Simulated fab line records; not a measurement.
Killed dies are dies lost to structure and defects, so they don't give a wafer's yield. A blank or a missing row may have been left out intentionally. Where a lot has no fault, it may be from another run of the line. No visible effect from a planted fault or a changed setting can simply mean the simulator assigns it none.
8D (eight disciplines) problem report, filled in by code | flow rit cmos | the parts of the form that need people (team, actions taken, sign-off) are left out

== 1. THE ISSUE ==
Across 6 wafers from 2 lots, PLDD_OVL at RIT_PLDD_OVL_MEAS_06 averages 3183.8 nm, while fault-free wafers read 0.7 nm with a standard deviation of 1.4. So: +99 or more standard deviations from the usual mean.
Seen first at day 6 17:53 on overlay-01, wafer L321.4. The record holds 42 wafers of 14 lots with a number at this step. Rule for "out" (also "out of limits"): further than 4 standard deviations from the usual mean. All remaining wafers that have a number are taken as sound.

== 2. WHAT THIS IS AND IS NOT ==
question                    | is                     | is not
which readings at this step | PLDD_OVL               | -
which lots                  | L321, L322             | L302, L303, L306, L308, L309, L311, L312, L314, L316, L318, L320, L325
which wafers of those lots  | all that have a number | -
read on which gauges        | overlay-01, overlay-02 | -
when                        | from day 6 17:53       | up to then (33 sound wafers); but 3 sound wafers of L325 came after

== 3. THE SUSPECTS, EACH WITH WHAT RULES IT OUT ==
Counting: a tool stays on the suspect list if, at a process step up to the reading, it processed all lots that are out and no sound lot following the first of them.
- the gauge at RIT_PLDD_OVL_MEAS_06: ruled out. Those wafers that are out were read across 2 gauges (overlay-01, overlay-02).
- iline stepper-02 at RIT_PLDD_EXPOSE_03 (exposes mask M8, target cd 40900 nm): kept. It ran every lot that is out, first L321 (day 6 17:32), and no sound lot after that; its last sound lot up to then is L314 (day 5 07:51).
Remaining after the count: iline stepper-02 at RIT_PLDD_EXPOSE_03.

== 4. THE CAUSE (what the simulator had put in) ==
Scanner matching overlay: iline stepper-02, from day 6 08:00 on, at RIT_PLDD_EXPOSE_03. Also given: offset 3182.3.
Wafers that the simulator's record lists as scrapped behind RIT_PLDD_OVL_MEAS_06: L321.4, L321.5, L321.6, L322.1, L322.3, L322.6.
This tool alone remained once counting was done.

== 5. THE EFFECT CHAIN, in route order ==
Rows list readings where the struck wafers' mean (over those with a number) sits beyond 3 standard deviations from the usual. Only readings whose record carries a usual standard deviation are examined. hours: median over the lots of the time between each lot's start at the first step of this table that gives one and its start at this step. sigmas: the change, counted in usual standard deviations.
hours | step                 | reading  | usual  | on struck wafers | change  | sigmas
0     | RIT_PLDD_OVL_MEAS_06 | PLDD_OVL | 0.7 nm | 3183.8           | +3183.1 | +99 or more

== 6. HOW IT WOULD HAVE BEEN CAUGHT EARLIER ==
Counted from the fault's start at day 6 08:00, it took 10 hours until the first out-of-limits reading at a measuring or inspecting step in this record, taken at day 6 17:53.
Of the lots that are out (2), L322 began RIT_PLDD_EXPOSE_03 on iline stepper-02 after day 6 17:53. A tool hold placed at that time would have kept it from harm.
